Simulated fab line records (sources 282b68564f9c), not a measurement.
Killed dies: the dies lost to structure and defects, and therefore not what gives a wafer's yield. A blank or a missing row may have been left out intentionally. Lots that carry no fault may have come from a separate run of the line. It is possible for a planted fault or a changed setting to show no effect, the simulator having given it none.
Problem report, 8D (eight disciplines) form, completed by code :: flow ritCmos :: the parts of the form that need people (team, actions taken, sign-off) are left out

## 1. PROBLEM STATEMENT
NLDD_TW at RIT_NLDD_TW_MEAS_10 reads a mean of 1557 on 6 wafers of 2 lots; wafers without a fault read 2463 with a standard deviation of 41. That puts it -22 standard deviations away from the usual mean.
Seen first at day 5 11:47 on filmMetro-04, wafer L277.2. At this step, 42 wafers from 14 lots have a number in the record. Rule for "out" (also "out of limits"): further than 4 standard deviations from the usual mean. The rest of the wafers with a number are treated as sound.

## 2. WHAT IT IS, AND WHAT IT ISN'T
question: which readings at this step
is: NLDD_TW
is not: -

question: which lots
is: L277, L278
is not: L264, L265, L266, L267, L268, L271, L279, L280, L281, L285, L286, L287

question: which wafers of those lots
is: all that have a number
is not: -

question: read on which gauges
is: filmMetro-02, filmMetro-04
is not: filmMetro-01

question: when
is: from day 5 11:47
is not: up to then (18 sound wafers); but 18 sound wafers of L279, L280, L281, L285, L286, L287 came after

## 3. THE SUSPECTS, EACH WITH WHAT RULES IT OUT
Counting: a tool at a process step up to the reading stays a suspect if it ran every lot that is out and no sound lot after the first of them.
- ruled out: the gauge at RIT_NLDD_TW_MEAS_10. The wafers that are out were read on 2 gauges (filmMetro-02, filmMetro-04).
- implanter-02 at RIT_NLDD_IMPLANT_08: kept. Every lot that is out went through it, starting with L277 (day 5 11:29), and after that it ran no sound lot; the last sound lot it ran before then is L268 (day 3 14:42). Out on those wafers are its own readings of doseIonsCm2, faradayCurrentUA.
After counting, what remains is implanter-02 at RIT_NLDD_IMPLANT_08.

## 4. THE CAUSE (what the simulator had put in)
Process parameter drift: implanter-02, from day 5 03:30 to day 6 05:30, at RIT_NLDD_IMPLANT_08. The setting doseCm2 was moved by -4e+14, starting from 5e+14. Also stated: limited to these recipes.
The count eliminated every tool but this one.

## 5. THE EFFECT CHAIN, in route order
Each row: a reading whose mean over the struck wafers that have a number lies more than 3 standard deviations from the usual. Readings are gone through only where the record gives a usual standard deviation; hours: the median, over the lots, of the time from a lot's start at the first step in this table giving one to that lot's start at this step; sigmas: the change measured in usual standard deviations.
hours: 0
step: RIT_NLDD_IMPLANT_08
reading: doseIonsCm2
usual: 4.999e+14
on struck wafers: 9.955e+13
change: -4.004e+14
sigmas: -99 or more

hours: 0
step: RIT_NLDD_IMPLANT_08
reading: endStationPressureTorr
usual: 6.3e-06 Torr
on struck wafers: 5.2e-06
change: -1.1e-06
sigmas: -3.3

hours: 0
step: RIT_NLDD_IMPLANT_08
reading: faradayCurrentUA
usual: 1571
on struck wafers: 318
change: -1254
sigmas: -42

hours: 0
step: RIT_NLDD_TW_MEAS_10
reading: NLDD_TW
usual: 2463
on struck wafers: 1557
change: -906
sigmas: -22

hours: 9
step: RIT_SDANNEAL_RS_MEAS_07
reading: NLDD_RS
usual: 151.8 ohm/sq
on struck wafers: 518.1
change: +366.3
sigmas: +99 or more
The process steps in it:
- RIT_NLDD_IMPLANT_08

## 6. HOW IT WOULD HAVE BEEN CAUGHT EARLIER
Counted from the fault's start at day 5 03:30, it took 8 hours until the first out-of-limits reading at a measuring or inspecting step in this record, taken at day 5 11:47.
The tool's own readings at RIT_NLDD_IMPLANT_08 were out on every struck wafer that the step has a row for (doseIonsCm2, faradayCurrentUA): an alarm limit on them would have fired on the first of those.
L278, from the lots that are out (2), started RIT_NLDD_IMPLANT_08 on implanter-02 later than day 5 11:47. Had the tool been put on hold then, it would have been spared.
